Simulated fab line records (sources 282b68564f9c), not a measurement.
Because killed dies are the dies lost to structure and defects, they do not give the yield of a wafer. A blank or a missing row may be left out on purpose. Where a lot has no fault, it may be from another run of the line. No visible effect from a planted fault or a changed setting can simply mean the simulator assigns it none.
Struck lot and sound lot, side by side ; flow rit cmos ; 15 steps out of a route of 202
Sound: the wafers L584.1, L584.2, L584.3. Wafers struck: L579.4, L579.5, L579.6. The cause is given at the end.
Each step with rows lists, per side, the tool, then ch with its chambers, then its first start. Under that, the readings that differ: sound wafers ; struck wafers ; difference of the means ; sigmas: that difference in standard deviations of wafers without a fault.
alike: words and numbers the same on both sides, and readings whose means are apart by under 2 such deviations; not compared: readings that were withheld, readings missing a value for some wafer, numbers with overlapping values and no deviation given by the record, and bounds like >300 which may hide the same value.
A row with sigmas, a row that says differs or no value, or rows on one side alone: a step with any of these is where the two part. When numbers do not overlap yet have no deviation, they are printed without sigmas and do not part them. A reading missing from all wafers of one side parts the sides only when that side holds two or more wafers.

first, 2 steps without rows for these wafers: RIT_SDANNEAL_CLEAN_01 (cleans in dHF, time 30 s); RIT_SDANNEAL_CLEAN_02 (cleans in SC2, time 600 s).
RIT_SDANNEAL_RTA_03: time 5 s.
  sound on rtp anneal-02 ch 0, day 7 00:32; struck on rtp anneal-01 ch 0, day 6 00:43
  alike: wafer_temp_C_max
RIT_SDANNEAL_RS_MEAS_04: measurement is done with a four-point probe.
  sound: film metro-03 at day 7 00:36; struck: film metro-02 at day 6 00:48
  alike: PSD_RS
RIT_SDANNEAL_RS_MEAS_05: measurement is done with a four-point probe.
  sound: film metro-03 at day 7 00:43; struck: film metro-02 at day 6 00:55
  alike: NSD_RS
RIT_SDANNEAL_RS_MEAS_06: measurement is done with a four-point probe.
  sound: film metro-03 at day 7 00:50; struck: film metro-02 at day 6 01:02
  alike: PLDD_RS
RIT_SDANNEAL_RS_MEAS_07: measurement is done with a four-point probe.
  sound: film metro-03 at day 7 00:58; struck: film metro-02 at day 6 01:10
  alike: NLDD_RS
then, 1 step without rows for these wafers: RIT_SILICIDE_WET_ETCH_00 (etches SiO2 in BOE, target depth 14 nm, time 15 s).
RIT_SILICIDE_SPUTTER_01: material Ti, target thk 30 nm, time 240 s.
  sound: pvd sputter-02 at day 7 01:05; struck: pvd sputter-04 at day 6 01:14
  alike: chamber pressure pa, throttle valve pct
RIT_SILICIDE_RS_MEAS_02: measurement is done with a four-point probe.
  sound: film metro-01 at day 7 01:14; struck: film metro-01 at day 6 01:26
  alike: SILICIDE_TI_RS
RIT_SILICIDE_THK_MEAS_03: measures by xrf.
  sound: film metro-01 at day 7 01:22; struck: film metro-01 at day 6 01:32
  alike: SILICIDE_TI_THK
RIT_SILICIDE_RTA_04: time 10 s, ramp up 5 s, ramp down 5 s.
  sound on rtp anneal-01 ch 0, day 7 01:25; struck on rtp anneal-02 ch 0, day 6 01:36
  alike: wafer_temp_C_max
RIT_SILICIDE_WET_ETCH_05: etches Ti in SPM, time 120 s.
  sound on wet bench-02 ch 3, day 7 01:29; struck on wet bench-03 ch 1, day 6 01:38
reading;sound;struck;difference;sigmas
run length s (s);146.1 146.1 146.1;103.1 103.1 103.1;-43.0;-17
RIT_SILICIDE_RTA_06: time 10 s, ramp up 5 s, ramp down 10 s.
  sound on rtp anneal-02 ch 0, day 7 01:32; struck on rtp anneal-01 ch 0, day 6 01:42
  alike: wafer_temp_C_max
RIT_M1_PROBE_99:
  sound: prober-01 at day 7 15:38; struck: prober-01 at day 7 14:53
reading;sound;struck;difference;sigmas
model.etest.pmos_0p15.gate log10 a cm2;-6.273 -6.704 -6.787;-1.477 -1.588 -1.562;+5.046;
model.etest.nmos narrow.off log10 a um;-13.21 -12.99 -13.22;-8.477 -8.588 -8.562;+4.598;
model.etest.nmos_0p3.off log10 a um;-12.94 -13.12 -13.09;-8.477 -8.588 -8.562;+4.508;
model.etest.gate end array.leak log10 a um;-12.85 -13.04 -12.82;-8.334 -8.214 -8.23;+4.644;
model.etest.pmos_0p3.off log10 a um;-12.84 -12.96 -12.93;-8.477 -8.588 -8.562;+4.368;
model.etest.pmos narrow.off log10 a um;-12.84 -12.91 -12.79;-8.477 -8.588 -8.562;+4.304;
model.etest.nmos_0p15.gate log10 a cm2;-5.222 -5.618 -5.595;-1.477 -1.588 -1.562;+3.936;
model.etest.gate to diffusion comb.leak log10 a um;-12.26 -12.47 -12.47;-8.44 -8.504 -8.529;+3.91;
  alike: killed at front end, killed dies, killed open, killed short

== WHERE THEY PART ==
Only at RIT_SILICIDE_WET_ETCH_05, as far as this record shows. Later steps at which nothing parts them and some readings are alike: RIT_SILICIDE_RTA_06, RIT_M1_PROBE_99.

WHY: what had been put in by the simulator
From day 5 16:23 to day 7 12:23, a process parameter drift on wet bench-03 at RIT_SILICIDE_WET_ETCH_05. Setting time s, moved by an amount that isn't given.
